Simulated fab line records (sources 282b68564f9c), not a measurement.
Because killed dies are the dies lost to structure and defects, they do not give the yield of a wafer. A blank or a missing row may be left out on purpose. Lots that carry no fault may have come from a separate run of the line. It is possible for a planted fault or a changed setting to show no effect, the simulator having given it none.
Split-lot experiment || flow ritCmos || route with 202 steps; 5 lots, 23 wafers read

== ABOUT THE SPLIT ==
At RIT_GATE_ETCH_19 (etches poly-Si in SF6/CHF3/O2, stops on SiO2, time 165 s, target depth 312.5 nm), the setting rfW was moved away from the recipe's 160 W on 11 of the 23 wafers read, by -11.6% to +11.9%. This setting was run at the recipe's value on the other wafers.

The split's own step is where the reading is taken.

== THE READING ==
NOVOLAK_of_GATE_COAT_11.thkNm (the simulator's own value, which no gauge read), in nm, at RIT_GATE_ETCH_19 (etches poly-Si in SF6/CHF3/O2, stops on SiO2, time 165 s, target depth 312.5 nm). No usual value for it is given in the file. The 12 wafers here that ran the recipe average 667.7 nm, standard deviation 3.1 nm.

{"wafer": "L074.1", "tool, chamber at the split": "rieSi-02, 1", "rfW as run, W": 160, "against the recipe": "recipe", "NOVOLAK_of_GATE_COAT_11.thkNm, nm": 663.4, "against lot-mates on the recipe": "-"}
{"wafer": "L074.2", "tool, chamber at the split": "rieSi-02, 0", "rfW as run, W": 160, "against the recipe": "recipe", "NOVOLAK_of_GATE_COAT_11.thkNm, nm": 666.6, "against lot-mates on the recipe": "-"}
{"wafer": "L074.4", "tool, chamber at the split": "rieSi-02, 2", "rfW as run, W": 160, "against the recipe": "recipe", "NOVOLAK_of_GATE_COAT_11.thkNm, nm": 669.1, "against lot-mates on the recipe": "-"}
{"wafer": "L074.5", "tool, chamber at the split": "rieSi-02, 1", "rfW as run, W": 179.1, "against the recipe": "+11.9%", "NOVOLAK_of_GATE_COAT_11.thkNm, nm": 656.1, "against lot-mates on the recipe": -10.3}
{"wafer": "L074.6", "tool, chamber at the split": "rieSi-02, 2", "rfW as run, W": 179.1, "against the recipe": "+11.9%", "NOVOLAK_of_GATE_COAT_11.thkNm, nm": 657.5, "against lot-mates on the recipe": -8.9}
{"wafer": "L079.1", "tool, chamber at the split": "rieSi-02, 1", "rfW as run, W": 141.5, "against the recipe": "-11.6%", "NOVOLAK_of_GATE_COAT_11.thkNm, nm": 678.8, "against lot-mates on the recipe": "+9.9"}
{"wafer": "L079.2", "tool, chamber at the split": "rieSi-02, 2", "rfW as run, W": 141.5, "against the recipe": "-11.6%", "NOVOLAK_of_GATE_COAT_11.thkNm, nm": 679.8, "against lot-mates on the recipe": "+10.9"}
{"wafer": "L079.3", "tool, chamber at the split": "rieSi-02, 3", "rfW as run, W": 141.5, "against the recipe": "-11.6%", "NOVOLAK_of_GATE_COAT_11.thkNm, nm": 681.1, "against lot-mates on the recipe": "+12.2"}
{"wafer": "L079.4", "tool, chamber at the split": "rieSi-02, 0", "rfW as run, W": 160, "against the recipe": "recipe", "NOVOLAK_of_GATE_COAT_11.thkNm, nm": 667.1, "against lot-mates on the recipe": "-"}
{"wafer": "L079.5", "tool, chamber at the split": "rieSi-02, 0", "rfW as run, W": 160, "against the recipe": "recipe", "NOVOLAK_of_GATE_COAT_11.thkNm, nm": 670.6, "against lot-mates on the recipe": "-"}
{"wafer": "L080.1", "tool, chamber at the split": "rieSi-02, 1", "rfW as run, W": 150.3, "against the recipe": "-6.1%", "NOVOLAK_of_GATE_COAT_11.thkNm, nm": 672.2, "against lot-mates on the recipe": "+1.7"}
{"wafer": "L080.2", "tool, chamber at the split": "rieSi-02, 3", "rfW as run, W": 160, "against the recipe": "recipe", "NOVOLAK_of_GATE_COAT_11.thkNm, nm": 671.4, "against lot-mates on the recipe": "-"}
{"wafer": "L080.3", "tool, chamber at the split": "rieSi-02, 0", "rfW as run, W": 150.3, "against the recipe": "-6.1%", "NOVOLAK_of_GATE_COAT_11.thkNm, nm": 670.9, "against lot-mates on the recipe": "+0.4"}
{"wafer": "L080.4", "tool, chamber at the split": "rieSi-02, 2", "rfW as run, W": 150.3, "against the recipe": "-6.1%", "NOVOLAK_of_GATE_COAT_11.thkNm, nm": 672.7, "against lot-mates on the recipe": "+2.2"}
{"wafer": "L080.5", "tool, chamber at the split": "rieSi-02, 3", "rfW as run, W": 160, "against the recipe": "recipe", "NOVOLAK_of_GATE_COAT_11.thkNm, nm": 669.7, "against lot-mates on the recipe": "-"}
{"wafer": "L084.1", "tool, chamber at the split": "rieSi-02, 2", "rfW as run, W": 160, "against the recipe": "recipe", "NOVOLAK_of_GATE_COAT_11.thkNm, nm": 664.3, "against lot-mates on the recipe": "-"}
{"wafer": "L084.2", "tool, chamber at the split": "rieSi-02, 1", "rfW as run, W": 160, "against the recipe": "recipe", "NOVOLAK_of_GATE_COAT_11.thkNm, nm": 662.7, "against lot-mates on the recipe": "-"}
{"wafer": "L084.3", "tool, chamber at the split": "rieSi-02, 0", "rfW as run, W": 154.6, "against the recipe": "-3.4%", "NOVOLAK_of_GATE_COAT_11.thkNm, nm": 667.7, "against lot-mates on the recipe": "+4.2"}
{"wafer": "L084.4", "tool, chamber at the split": "rieSi-02, 3", "rfW as run, W": 154.6, "against the recipe": "-3.4%", "NOVOLAK_of_GATE_COAT_11.thkNm, nm": 670.7, "against lot-mates on the recipe": "+7.2"}
{"wafer": "L084.5", "tool, chamber at the split": "rieSi-02, 3", "rfW as run, W": 154.6, "against the recipe": "-3.4%", "NOVOLAK_of_GATE_COAT_11.thkNm, nm": 666.8, "against lot-mates on the recipe": "+3.3"}
{"wafer": "L085.3", "tool, chamber at the split": "rieSi-01, 2", "rfW as run, W": 160, "against the recipe": "recipe", "NOVOLAK_of_GATE_COAT_11.thkNm, nm": 669.4, "against lot-mates on the recipe": "-"}
{"wafer": "L085.5", "tool, chamber at the split": "rieSi-01, 2", "rfW as run, W": 160, "against the recipe": "recipe", "NOVOLAK_of_GATE_COAT_11.thkNm, nm": 672.5, "against lot-mates on the recipe": "-"}
{"wafer": "L085.6", "tool, chamber at the split": "rieSi-01, 0", "rfW as run, W": 160, "against the recipe": "recipe", "NOVOLAK_of_GATE_COAT_11.thkNm, nm": 665.6, "against lot-mates on the recipe": "-"}

FIT RESULTS
A straight line over all 23 wafers: NOVOLAK_of_GATE_COAT_11.thkNm changes by -0.939 nm for each +1% of rfW; r = -0.90; the points scatter about the line by 2.7 nm.
The same after taking each lot's own level away (the mean of its wafers on the recipe; 23 wafers): -0.825 nm for each +1%; r = -0.90; scatter 2.4 nm.
That fit puts the effect of the largest move of rfW on the reading at 9.9 nm.
The lots' own levels span 663.50 to 670.55 nm, that is 2.3 times the standard deviation above.
Thus the slope moves with the lot-to-lot level: the two fits are different.
Check: with one of the wafers moved furthest among these (+11.9%) left out of the fit, the line predicts -9.65 nm for it against its lot-mates. It came out at -10.3 nm against them.

== THE FILE'S OWN FIT ==
NOVOLAK_of_GATE_COAT_11.thkNm changes by -0.823 nm for each +1% of rfW, r = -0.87.
